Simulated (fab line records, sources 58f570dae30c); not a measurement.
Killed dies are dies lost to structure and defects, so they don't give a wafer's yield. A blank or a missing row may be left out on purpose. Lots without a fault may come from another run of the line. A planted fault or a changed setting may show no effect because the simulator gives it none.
Split-lot experiment | flow berkeley_cmos170 | 5 lots, 23 wafers read, on a route of 331 steps

THE SPLIT
At UCB170_NWELL_CVD_04 (deposits Si3N4 from SiH2Cl2/NH3, target thk 224 nm, time 3360 s), the setting temp_c was moved away from the recipe's 800 C on 15 of the 23 wafers read, by -1.7% to +2.0%. The other wafers ran this setting at the recipe's value.

The file shows no step between the split and the reading.

THE READING
NWELL_NITRIDE_THK, in nm, at UCB170_NWELL_THK_MEAS_05. Fault-free wafers of this fab line usually give 225.8 nm, standard deviation 1.7 nm.

wafer  | tool, chamber at the split | temp_c as run, C | against the recipe | NWELL_NITRIDE_THK, nm | against lot-mates on the recipe
L077.1 | lpcvd-01, 1                | 800              | recipe             | 222.8                 | -
L077.2 | lpcvd-01, 1                | 800              | recipe             | 223.1                 | -
L077.3 | lpcvd-01, 1                | 800              | recipe             | 224.2                 | -
L078.1 | -, -                       | 809.3            | +1.2%              | 269.8                 | no lot-mate on the recipe
L078.2 | -, -                       | 809.3            | +1.2%              | 270.7                 | no lot-mate on the recipe
L078.3 | -, -                       | 809.3            | +1.2%              | 269.0                 | no lot-mate on the recipe
L078.5 | -, -                       | 809.3            | +1.2%              | 268.5                 | no lot-mate on the recipe
L078.6 | -, -                       | 809.3            | +1.2%              | 269.3                 | no lot-mate on the recipe
L079.1 | -, -                       | 786.1            | -1.7%              | 172.8                 | no lot-mate on the recipe
L079.3 | -, -                       | 786.1            | -1.7%              | 174.0                 | no lot-mate on the recipe
L079.4 | -, -                       | 786.1            | -1.7%              | 174.0                 | no lot-mate on the recipe
L079.5 | -, -                       | 786.1            | -1.7%              | 174.2                 | no lot-mate on the recipe
L079.6 | -, -                       | 786.1            | -1.7%              | 174.3                 | no lot-mate on the recipe
L080.1 | -, -                       | 800              | recipe             | 228.0                 | -
L080.2 | -, -                       | 800              | recipe             | 227.9                 | -
L080.4 | -, -                       | 800              | recipe             | 225.7                 | -
L080.5 | -, -                       | 800              | recipe             | 228.3                 | -
L080.6 | -, -                       | 800              | recipe             | 228.3                 | -
L081.1 | -, -                       | 815.9            | +2.0%              | 298.7                 | no lot-mate on the recipe
L081.2 | -, -                       | 815.9            | +2.0%              | 299.4                 | no lot-mate on the recipe
L081.3 | -, -                       | 815.9            | +2.0%              | 296.6                 | no lot-mate on the recipe
L081.5 | -, -                       | 815.9            | +2.0%              | 298.0                 | no lot-mate on the recipe
L081.6 | -, -                       | 815.9            | +2.0%              | 298.6                 | no lot-mate on the recipe

THE FIT
A straight line over all 23 wafers: NWELL_NITRIDE_THK changes by +33.6 nm for each +1% of temp_c; r = +1.00; the points scatter about the line by 3.1 nm.
Too few moved wafers have a lot-mate on the recipe to fit a line with each lot's own level taken away.

THE WHOLE CHAIN: every reading that the file lists as answering this split, in the file's order
step                     | what it does                                                                 | reading                                                                       | change (the file's fit)              | r (the file's)
UCB170_NWELL_CVD_04      | deposits Si3N4 from SiH2Cl2/NH3, target thk 224 nm, time 3360 s              | Si3N4_of_NWELL_CVD_04.thk_nm (the simulator's own value, which no gauge read) | +33.7 nm for each +1% of the setting | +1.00
UCB170_NWELL_THK_MEAS_05 |                                                                              | NWELL_NITRIDE_THK                                                             | +33.6 for each +1% of the setting    | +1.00
UCB170_NWELL_ETCH_13     | etches Si3N4 in CH3F/Ar/O2, stops on SiO2, target depth 246.4 nm, time 154 s | etch.depth_nm (the simulator's own value, which no gauge read)                | +21.7 nm for each +1% of the setting | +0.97

THE FILE'S OWN FIT
NWELL_NITRIDE_THK changes by +33.6 nm for each +1% of temp_c, r = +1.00.
